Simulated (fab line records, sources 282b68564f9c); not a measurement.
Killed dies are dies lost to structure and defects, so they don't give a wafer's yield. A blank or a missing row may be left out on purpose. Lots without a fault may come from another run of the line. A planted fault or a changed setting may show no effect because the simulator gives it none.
Problem report in the 8D (eight disciplines) form, filled by code | flow rit_cmos | the parts of the form that need people (team, actions taken, sign-off) are left out

1. THE PROBLEM
SPACER_NITRIDE_THK at RIT_SPACER_THK_MEAS_04 reads a mean of 354.3 nm on 6 wafers of 2 lots; wafers without a fault read 250.1 nm with a standard deviation of 2.7. That is +39 standard deviations from the usual mean.
First seen on wafer L526.1, day 4 21:14, on film_metro-03. The record holds 42 wafers of 14 lots with a number at this step. Rule for "out", or "out of limits": more than 4 standard deviations from the usual mean. The other wafers with a number count as sound.

2. WHAT IT IS AND WHAT IT IS NOT
question                    | is                           | is not
which readings at this step | SPACER_NITRIDE_THK           | -
which lots                  | L526, L528                   | L519, L520, L521, L522, L524, L525, L535, L536, L537, L539, L541, L542
which wafers of those lots  | all that have a number       | -
read on which gauges        | film_metro-02, film_metro-03 | film_metro-04
when                        | from day 4 21:14             | up to then (18 sound wafers); but 18 sound wafers of L535, L536, L537, L539, L541, L542 came after

3. SUSPECTS, AND WHAT RULES EACH OUT
Counting: a tool at a process step up to the reading stays a suspect if it ran every lot that is out and no sound lot after the first of them.
- the gauge at RIT_SPACER_THK_MEAS_04: ruled out. The wafers that are out were read on 2 gauges (film_metro-02, film_metro-03).
- lpcvd-02 at RIT_SPACER_CVD_03 (deposits Si3N4 from SiH2Cl2/NH3, target thk 250 nm, time 3300 s): ruled out as a lasting fault. Sound lots L542 ran on it after its first lot that is out, L526 (day 4 18:22).
Left after counting: nothing in the record.

4. THE CAUSE (what the simulator had put in)
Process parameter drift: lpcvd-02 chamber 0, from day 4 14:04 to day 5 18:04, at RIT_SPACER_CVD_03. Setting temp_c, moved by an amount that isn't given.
Counting ruled it out, wrongly: the rule takes a fault to strike every lot that its tool runs from its start on, and this one did not.

5. THE CHAIN OF EFFECTS, in route order
Each row: a reading whose mean over the struck wafers that have a number lies more than 3 standard deviations from the usual. Only readings for which the record gives a usual standard deviation are gone through. hours: the time from each lot's start at the first step in this table that gives one to its start at this step, as a median over the lots. sigmas: the change in usual standard deviations.
hours | step                   | reading             | usual      | on struck wafers | change | sigmas
0     | RIT_SPACER_CVD_03      | spike_tc_centre_C   | 812.7 C    | 833.7            | +21.0  | +15
0     | RIT_SPACER_CVD_03      | spike_tc_load_C     | 832.5 C    | 855.1            | +22.6  | +10
0     | RIT_SPACER_CVD_03      | spike_tc_source_C   | 830.0 C    | 846.7            | +16.7  | +5.8
2     | RIT_SPACER_THK_MEAS_04 | SPACER_NITRIDE_THK  | 250.1 nm   | 354.3            | +104.2 | +39
4     | RIT_SPACER_ETCHBACK_05 | oes_product_au      | 0.847 a.u. | 1.004            | +0.157 | +16
19    | RIT_M1_PROBE_99        | killed_at_front_end | 6.8        | 264.0            | +257.2 | +86
19    | RIT_M1_PROBE_99        | killed_dies         | 6.9        | 264.0            | +257.1 | +86
19    | RIT_M1_PROBE_99        | killed_on_rim       | 1.9        | 70.0             | +68.1  | +45
The process steps in it:
- RIT_SPACER_CVD_03: deposits Si3N4 from SiH2Cl2/NH3, target thk 250 nm, time 3300 s.
- RIT_SPACER_ETCHBACK_05: etches Si3N4 in SF6/CHF3, stops on SiO2, target depth 250 nm, time 240 s.
- RIT_M1_PROBE_99

6. WHAT WOULD HAVE CAUGHT IT SOONER
In this record the first reading out of limits at a measuring or inspecting step was taken at day 4 21:14, 7 hours after the fault began at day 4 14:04.
The tool's own readings at RIT_SPACER_CVD_03 were out on every struck wafer that the step has a row for (spike_tc_centre_C, spike_tc_load_C, spike_tc_source_C): an alarm limit on them would have fired on the first of those.
